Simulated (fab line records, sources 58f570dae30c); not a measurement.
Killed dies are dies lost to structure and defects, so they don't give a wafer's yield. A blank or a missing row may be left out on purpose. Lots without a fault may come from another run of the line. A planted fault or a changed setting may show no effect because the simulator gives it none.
Which tool did it? | flow berkeley_cmos170 | 7 lots, 21 wafers sampled, at 2 steps of a route of 331

WHAT THE GAUGES READ, wafer by wafer
UCB170_M2_RS_MEAS_02: measures by four-point-probe.
lot  | measured     | on            | M2_AL_RS (ohm/sq)
L670 | day 7 14:31  | film_metro-03 | 0.0317 0.0315 0.0318
L672 | day 8 06:38  | film_metro-04 | 0.0319 0.0320 0.0323
L674 | day 8 16:43  | film_metro-04 | 0.0325 0.0320 0.0318
L676 | day 9 01:58  | film_metro-02 | 0.0323 0.0321 0.0314
L680 | day 10 02:23 | film_metro-04 | 0.0320 0.0321 0.0320
L686 | day 11 07:07 | film_metro-04 | - - -
L691 | day 12 08:40 | film_metro-03 | 0.0325 0.0324 0.0324

WHICH TOOL RAN EACH LOT (tool, then ch and the chambers of the sampled wafers, then the start)
lot  | UCB170_M2_SPUTTER_01
L670 | pvd_sputter-03, day 7 14:25
L672 | pvd_sputter-04, day 8 06:33
L674 | pvd_sputter-02, day 8 16:38
L676 | pvd_sputter-02, day 9 01:52
L680 | pvd_sputter-03, day 10 02:17
L686 | pvd_sputter-02, day 11 07:01
L691 | pvd_sputter-03, day 12 08:31
- UCB170_M2_SPUTTER_01: material Al, target thk 900 nm, time 120 s.

THE ANSWER, worked out from the rows above alone
Rule: what is usual is taken from the lots themselves. Put in order of their means at a reading, lots are off if they are a third of the lots or fewer, leave a main group of 4 or more, and stand apart from it by a gap of 3 or more times the standard deviation of the main group's means; of several such gaps the widest counts. A main group whose means are all the same, to the digits that the tables above print for the reading, isn't used. A lot without any number at a reading at which 4 lots or more have one is off too. The other lots that the step has rows for count as sound.
Off: L686, at UCB170_M2_RS_MEAS_02 (M2_AL_RS). Without a number there: L686. The main group: mean 0.0320 ohm/sq, standard deviation 0.00023.
A tool fits if, at a process step before that reading, it ran every lot that is off, and no sound lot after the first of them. The gauges at UCB170_M2_RS_MEAS_02 are tried like those tools. Can't be told from this: 2 tools fit, pvd_sputter-02 at UCB170_M2_SPUTTER_01, film_metro-04 at UCB170_M2_RS_MEAS_02.

WHAT THE SIMULATOR HAD PUT IN
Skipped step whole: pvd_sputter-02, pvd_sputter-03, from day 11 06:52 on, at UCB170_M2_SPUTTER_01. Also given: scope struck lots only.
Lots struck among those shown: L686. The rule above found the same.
